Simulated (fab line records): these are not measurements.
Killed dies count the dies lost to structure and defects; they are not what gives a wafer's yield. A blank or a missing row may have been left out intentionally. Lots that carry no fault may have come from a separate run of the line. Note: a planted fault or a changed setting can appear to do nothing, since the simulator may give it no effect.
Struck lot and sound lot, side by side    flow berkeleyCmos170    14 steps out of a route of 331
Sound: the wafers L643.4, L643.5, L643.6. The struck wafers were L654.1, L654.3, L654.6. At the end, the cause is stated.
Each step with rows lists, per side, the tool, then ch with its chambers, then its first start. Under that, the readings that differ: sound wafers    struck wafers    difference of the means    sigmas: that difference in standard deviations of wafers without a fault.
alike: words and numbers the same on both sides, and readings whose means are apart by under 2 such deviations; not compared: readings that were withheld, readings missing a value for some wafer, numbers with overlapping values and no deviation given by the record, and bounds like >300 which may hide the same value.
A row with sigmas, a row that says differs or no value, or rows on one side alone: a step with any of these is where the two part. When numbers do not overlap yet have no deviation, they are printed without sigmas and do not part them. A reading missing from all wafers of one side parts the sides only when that side holds two or more wafers.

UCB170_CONTACT_OVL_MEAS_16:
  struck on overlay-01, day 9 03:01; sound on overlay-02, day 6 07:58
reading           sound      struck   difference  sigmas
CONTACT_OVL (nm)  -14 -5 -9  -2 7 -1  +11         +2
UCB170_CONTACT_ETCH_17: etches BARC in N2/H2.
  sound on rieDiel-02 ch 0,3, day 6 07:59; struck on rieDiel-02 ch 0,1,3, day 9 03:04
  alike: drypumpMotorCurrentA, n2FlowSccm, oesProductAu, throttleValvePct
UCB170_CONTACT_ETCH_18: etches PSG in CHF3/CF4/Ar, stops on TiSi2, target depth 840 nm, time 195 s.
  sound on rieDiel-02 ch 0,3; struck on rieDiel-02 ch 0,1,3
  alike: drypumpMotorCurrentA, oesProductAu, throttleValvePct
  not compared: rfHoursCounterH
UCB170_CONTACT_STRIP_19: strips in O2.
  sound on plasmaAsher-02 ch 0,1, day 6 08:11; struck on plasmaAsher-02 ch 0,1, day 9 03:13
  alike: drypumpMotorCurrentA, oesProductAu
  not compared: rfHoursCounterH
UCB170_CONTACT_CD_MEAS_90: the cd target is 700 nm.
  struck on cdSem-02, day 9 03:19; sound on cdSem-01, day 6 08:19
  alike: cdNm
then, 1 step without rows for these wafers: UCB170_CONTACT_CLEAN_20 (cleans in SPM, time 600 s).
UCB170_M1_SPUTTER_00: material Al, target thk 600 nm, time 80 s.
  struck on pvdSputter-01, day 9 03:37; sound on pvdSputter-03, day 6 08:33
  alike: throttleValvePct
UCB170_M1_RS_MEAS_01: measures by four-point-probe.
  struck on filmMetro-03, day 9 03:41; sound on filmMetro-03, day 6 08:41
reading            sound                 struck                difference  sigmas
M1_AL_RS (ohm/sq)  0.0496 0.0494 0.0494  0.0477 0.0485 0.0478  -0.0015     -2
UCB170_M1_THK_MEAS_02: measures by xrf.
  struck on filmMetro-03, day 9 03:48; sound on filmMetro-03, day 6 08:46
reading         sound        struck       difference  sigmas
M1_AL_THK (nm)  582 586 581  609 594 605  +20         +2
then, 3 steps without rows for these wafers: UCB170_M1_COAT_03; UCB170_M1_COAT_04 (resist thk 900 nm); UCB170_M1_SOFTBAKE_05 (time 60 s).
UCB170_M1_EXPOSE_06: exposes mask METAL1, target cd 700 nm.
  struck on krfScanner-01, day 9 04:30; sound on krfScanner-01 ch 0, day 6 09:54
  no value came back on the struck wafers for exposureDoseMJCm2, focusOffsetNm (nm), stageVelMmS (mm/s); on the sound wafers exposureDoseMJCm2 reads 21.033 20.985 21.008
  alike: mask
following that, these wafers have no rows for 1 step: UCB170_M1_PEB_07.

WHERE THEY PART
Last at UCB170_M1_EXPOSE_06 as far as this record goes, first at UCB170_CONTACT_OVL_MEAS_16.

WHY: what had been put in by the simulator
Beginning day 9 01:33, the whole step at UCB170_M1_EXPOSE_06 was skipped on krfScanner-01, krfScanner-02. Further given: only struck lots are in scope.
